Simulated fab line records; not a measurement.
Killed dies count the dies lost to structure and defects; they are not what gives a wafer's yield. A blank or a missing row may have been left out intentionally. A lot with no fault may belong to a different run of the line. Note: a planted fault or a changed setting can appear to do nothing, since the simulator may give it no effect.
A struck lot beside a sound one :: flow rit cmos :: 19 out of 202 route steps
Sound: these wafers, L413.1, L413.2, L413.4. Wafers L423.1, L423.4, L423.6 were the ones struck. The cause is given at the end.
Order at every step that has rows: each side's tool, ch and its chambers, its first start. Under that, the readings that differ: sound wafers :: struck wafers :: difference of the means :: sigmas: that difference in standard deviations of wafers without a fault.
alike: words and numbers the same on both sides, and readings whose means are apart by under 2 such deviations; not compared: readings that were withheld, readings missing a value for some wafer, numbers with overlapping values and no deviation given by the record, and bounds like >300 which may hide the same value.
The two part at a step that has a row with sigmas, a row that says differs or no value, or rows on one side only. Non-overlapping numbers with no deviation appear without sigmas and do not part them. Lack of a reading on every wafer of one side parts them only where that side has two or more wafers.

first, 1 step without rows for these wafers: RIT_CONTACT_HARDBAKE_10 (time 60 s).
RIT_CONTACT_ETCH_11: etches SiO2 in CHF3/CF4/Ar, stops on TiSi2, target depth 480 nm, time 320 s.
  sound on rie diel-04 ch 1,2,3, day 5 21:58; struck on rie diel-04 ch 0,3, day 7 21:16
  alike: drypump motor current A, mfc ar sccm, oes product au, rf fwd power W, throttle valve pct
  not compared: rf hours counter h
RIT_CONTACT_STRIP_12: strips in O2, time 180 s.
  sound on plasma asher-04 ch 0,1, day 5 22:10; struck on plasma asher-03 ch 0,1, day 7 21:28
  alike: drypump motor current A
  not compared: rf hours counter h
RIT_CONTACT_CD_MEAS_90: the cd target is 1000 nm.
  sound on cd sem-01 at day 5 22:20; struck on cd sem-02 at day 7 21:38
  alike: cd nm
then, 2 steps without rows for these wafers: RIT_CONTACT_CLEAN_13 (cleans in SC1, time 600 s); RIT_CONTACT_CLEAN_14 (cleans in SC2, time 600 s).
RIT_M1_SPUTTER_00: material Al, target thk 400 nm, time 500 s.
  sound on pvd sputter-02 at day 5 22:48; struck on pvd sputter-01 at day 7 22:07
  alike: throttle valve pct
RIT_M1_RS_MEAS_01: measurement is done with a four-point probe.
  sound on film metro-01 at day 5 23:05; struck on film metro-04 at day 7 22:24
  alike: M1_AL_RS
RIT_M1_THK_MEAS_02: measures by xrf.
  sound on film metro-01 at day 5 23:13; struck on film metro-04 at day 7 22:31
reading: M1_AL_THK (nm)
sound: 401 408 402
struck: 392 391 383
difference: -15
sigmas: -2
then, 3 steps without rows for these wafers: RIT_M1_HMDS_03 (prime time 60 s); RIT_M1_COAT_04 (resist thk 1325 nm); RIT_M1_SOFTBAKE_05 (time 60 s).
RIT_M1_EXPOSE_06: exposes mask M12, target cd 2600 nm.
  sound on iline stepper-02 ch 0, day 5 23:51; struck on iline stepper-02 ch 0, day 7 23:10
reading: model.M1.overlay x nm (nm)
sound: -0.3829 -0.3829 -0.3829
struck: 358.6 358.6 358.6
difference: +359.0
sigmas: 
  alike: mask
then, 2 steps without rows for these wafers: RIT_M1_PEB_07; RIT_M1_DEVELOP_08 (develop time 68 s).
RIT_M1_CD_MEAS_09: the cd target is 2600 nm.
  sound on cd sem-02 at day 6 00:17; struck on cd sem-02 at day 7 23:35
  alike: cd nm
RIT_M1_OVL_MEAS_10:
  sound on overlay-01 at day 6 00:24; struck on overlay-01 at day 7 23:43
reading: M1_OVL (nm)
sound: 1.8 1.2 0.9
struck: 359.2 359.6 360.4
difference: +358.4
sigmas: +99 or more
then, 1 step without rows for these wafers: RIT_M1_HARDBAKE_11 (time 120 s).
RIT_M1_PROBE_99:
  sound on prober-02 at day 6 02:56; struck on prober-02 at day 8 02:15
reading: model.etest.tester.sort n pass
sound: 259 256 258
struck: 239 245 97
difference: -64
sigmas: 

reading: model.etest.tester.sort yield pct (%)
sound: 98.11 96.97 97.73
struck: 90.53 92.8 36.74
difference: -24.25
sigmas: 

reading: model.etest.nmos_0p15.junction log10 a um
sound: -13.52 -13.46 -13.61
struck: -10.27 -10.34 -10.02
difference: +3.32
sigmas: 

reading: model.etest.nmos narrow.off log10 a um
sound: -13.18 -13.17 -13.25
struck: -10.27 -10.34 -10.02
difference: +2.99
sigmas: 

reading: model.etest.nmos_0p3.off log10 a um
sound: -12.92 -12.92 -13.09
struck: -10.27 -10.34 -10.02
difference: +2.77
sigmas: 

reading: model.etest.gate end array.leak log10 a um
sound: -12.63 -12.83 -12.88
struck: -10.1 -10.12 -9.916
difference: +2.7
sigmas: 

reading: model.etest.pmos_0p15.junction log10 a um
sound: -13.88 -13.96 -13.72
struck: -11.27 -11.34 -11.02
difference: +2.64
sigmas: 

reading: model.etest.contact diode array.leak log10 a (angstrom)
sound: -9.663 -9.475 -9.488
struck: -6.971 -7.115 -6.724
difference: +2.605
sigmas: 
  alike: defect limited yield, killed at front end, killed dies, killed on rim, killed open, killed short

== WHERE THEY PART ==
Earliest at RIT_M1_THK_MEAS_02; latest, in this record, at RIT_M1_OVL_MEAS_10. Later steps at which nothing parts them and some readings are alike: RIT_M1_PROBE_99.

WHY: whatever the simulator had introduced
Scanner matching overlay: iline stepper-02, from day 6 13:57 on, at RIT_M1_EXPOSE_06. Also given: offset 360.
